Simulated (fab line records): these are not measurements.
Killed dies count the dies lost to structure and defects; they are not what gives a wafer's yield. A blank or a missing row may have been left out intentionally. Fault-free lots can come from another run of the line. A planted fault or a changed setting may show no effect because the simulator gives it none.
Which tool did it? + flow berkeleyCmos170 + 14 lots with 42 wafers sampled at 3 steps, on a route of 331 steps

## WHAT THE GAUGES SHOWED, per wafer
UCB170_M3_THK_MEAS_03: measures by xrf. Usual: M3_AL_THK gives 889 nm (standard deviation 7.8).
| lot  | measured     | on           | M3_AL_THK (nm) | flag |
|------|--------------|--------------|----------------|------|
| L116 | day 8 17:18  | filmMetro-01 | 900 881 899    |      |
| L118 | day 9 01:56  | filmMetro-04 | 887 893 882    |      |
| L119 | day 9 15:31  | filmMetro-03 | 896 888 889    |      |
| L120 | day 9 15:39  | filmMetro-04 | 891 895 895    |      |
| L121 | day 9 15:17  | filmMetro-04 | 887 889 883    |      |
| L122 | day 10 05:32 | filmMetro-01 | 893 886 888    |      |
| L123 | day 10 05:09 | filmMetro-01 | 884 896 893    |      |
| L125 | day 10 13:10 | filmMetro-04 | 882 882 881    |      |
| L124 | day 10 17:37 | filmMetro-04 | 893 889 893    |      |
| L128 | day 12 02:29 | filmMetro-04 | 886 879 883    |      |
| L130 | day 11 21:34 | filmMetro-03 | 900 900 908    |      |
| L132 | day 12 23:38 | filmMetro-03 | 892 888 887    |      |
| L134 | day 12 23:01 | filmMetro-04 | 897 886 877    |      |
| L139 | day 13 12:14 | filmMetro-03 | 908 907 905    |      |

## WHAT TOOL EACH LOT RAN ON (gives the tool, then ch and the chambers of the sampled wafers, and finally the start)
| lot  | UCB170_PFIELD_STRIP_08             | UCB170_M3_SPUTTER_01        |
|------|------------------------------------|-----------------------------|
| L116 | plasmaAsher-04 ch 0,1, day 5 03:25 | pvdSputter-03, day 8 17:05  |
| L118 | plasmaAsher-02 ch 0,1, day 5 10:36 | pvdSputter-04, day 9 01:43  |
| L119 | plasmaAsher-02 ch 0,1, day 6 00:24 | pvdSputter-03, day 9 15:19  |
| L120 | plasmaAsher-04 ch 0,1, day 6 00:25 | pvdSputter-02, day 9 15:26  |
| L121 | plasmaAsher-04 ch 0,1, day 6 01:08 | pvdSputter-04, day 9 15:05  |
| L122 | plasmaAsher-04 ch 0,1, day 6 09:35 | pvdSputter-03, day 10 05:20 |
| L123 | plasmaAsher-03 ch 0,1, day 6 09:40 | pvdSputter-02, day 10 04:57 |
| L125 | plasmaAsher-02 ch 0,1, day 6 16:22 | pvdSputter-02, day 10 12:57 |
| L124 | plasmaAsher-04 ch 0,1, day 6 16:32 | pvdSputter-04, day 10 17:24 |
| L128 | plasmaAsher-04 ch 0,1, day 7 17:38 | pvdSputter-02, day 12 02:16 |
| L130 | plasmaAsher-04 ch 0,1, day 8 00:43 | pvdSputter-03, day 11 21:20 |
| L132 | plasmaAsher-02 ch 0,1, day 8 11:26 | pvdSputter-02, day 12 23:26 |
| L134 | plasmaAsher-02 ch 0,1, day 9 01:15 | pvdSputter-04, day 12 22:47 |
| L139 | plasmaAsher-02 ch 0,1, day 9 20:10 | pvdSputter-02, day 13 12:02 |
- UCB170_PFIELD_STRIP_08: strips in O2.
- UCB170_M3_SPUTTER_01: material Al, target thk 900 nm, time 120 s.

## AS READ BY THE TOOLS THEMSELVES (means over the sampled wafers that have a number; for cases with no such wafer, the mark the record gives instead)
UCB170_PFIELD_STRIP_08. Usual: drypumpMotorCurrentA 5.6 A, standard deviation 0.35; oesProductAu 0.735 a.u., standard deviation 0.0045; stripTimeToEndpointS 21.65 s, standard deviation 0.055.
| lot  | tool           | drypumpMotorCurrentA (A) | oesProductAu (a.u.) | stripTimeToEndpointS (s) | flag |
|------|----------------|--------------------------|---------------------|--------------------------|------|
| L116 | plasmaAsher-04 | 5.4                      | 0.735               | 21.60                    |      |
| L118 | plasmaAsher-02 | 5.5                      | 0.737               | 21.63                    |      |
| L119 | plasmaAsher-02 | 5.5                      | 0.728               | 21.72                    |      |
| L120 | plasmaAsher-04 | 5.4                      | 0.738               | 21.59                    |      |
| L121 | plasmaAsher-04 | 5.4                      | 0.730               | 21.67                    |      |
| L122 | plasmaAsher-04 | 5.4                      | 0.733               | 21.67                    |      |
| L123 | plasmaAsher-03 | 5.7                      | 0.733               | 21.63                    |      |
| L125 | plasmaAsher-02 | 5.5                      | 0.736               | 21.57                    |      |
| L124 | plasmaAsher-04 | 5.7                      | 0.735               | 21.66                    |      |
| L128 | plasmaAsher-04 | 5.4                      | 0.736               | 21.64                    |      |
| L130 | plasmaAsher-04 | 5.7                      | 0.735               | 21.62                    |      |
| L132 | plasmaAsher-02 | 5.4                      | 0.735               | 21.72                    |      |
| L134 | plasmaAsher-02 | 5.5                      | 0.730               | 21.73                    |      |
| L139 | plasmaAsher-02 | 5.5                      | 0.734               | 21.57                    |      |

UCB170_M3_SPUTTER_01. Usual: cathodeDcPowerW 6000.0 W, standard deviation 1.1; throttleValvePct 29.7 %, standard deviation 0.68.
| lot  | tool          | cathodeDcPowerW (W) | throttleValvePct (%) | flag |
|------|---------------|---------------------|----------------------|------|
| L116 | pvdSputter-03 | 5999.9              | 30.0                 |      |
| L118 | pvdSputter-04 | 5999.9              | 29.7                 |      |
| L119 | pvdSputter-03 | 6000.4              | 29.3                 |      |
| L120 | pvdSputter-02 | 5999.0              | 29.8                 |      |
| L121 | pvdSputter-04 | 6000.7              | 29.9                 |      |
| L122 | pvdSputter-03 | 6000.5              | 29.3                 |      |
| L123 | pvdSputter-02 | 5998.2              | 29.4                 |      |
| L125 | pvdSputter-02 | 6000.1              | 30.2                 |      |
| L124 | pvdSputter-04 | 5999.5              | 30.0                 |      |
| L128 | pvdSputter-02 | 6000.6              | 29.6                 |      |
| L130 | pvdSputter-03 | 6001.8              | 30.0                 |      |
| L132 | pvdSputter-02 | 5999.9              | 29.2                 |      |
| L134 | pvdSputter-04 | 6000.4              | 29.5                 |      |
| L139 | pvdSputter-02 | 6000.5              | 29.9                 |      |

## THE ANSWER, worked out from the rows above alone
Rule: take the mean of a lot's wafers that have a number; if it is more than 3 standard deviations from the usual mean, the lot is off. A lot without any number at a reading at which 4 lots or more have one is off too. Any other lot the step has rows for is counted as sound. After the gauges, taken in route order, come the tools' own readings; for these a lot's mean is taken, as printed above. At the first step where some lot is off, the reading lying furthest off is the one used; lots without a number count as furthest.
No lot is off at any reading shown: from this, nothing can be told.

## WHAT THE SIMULATOR HAD PUT IN
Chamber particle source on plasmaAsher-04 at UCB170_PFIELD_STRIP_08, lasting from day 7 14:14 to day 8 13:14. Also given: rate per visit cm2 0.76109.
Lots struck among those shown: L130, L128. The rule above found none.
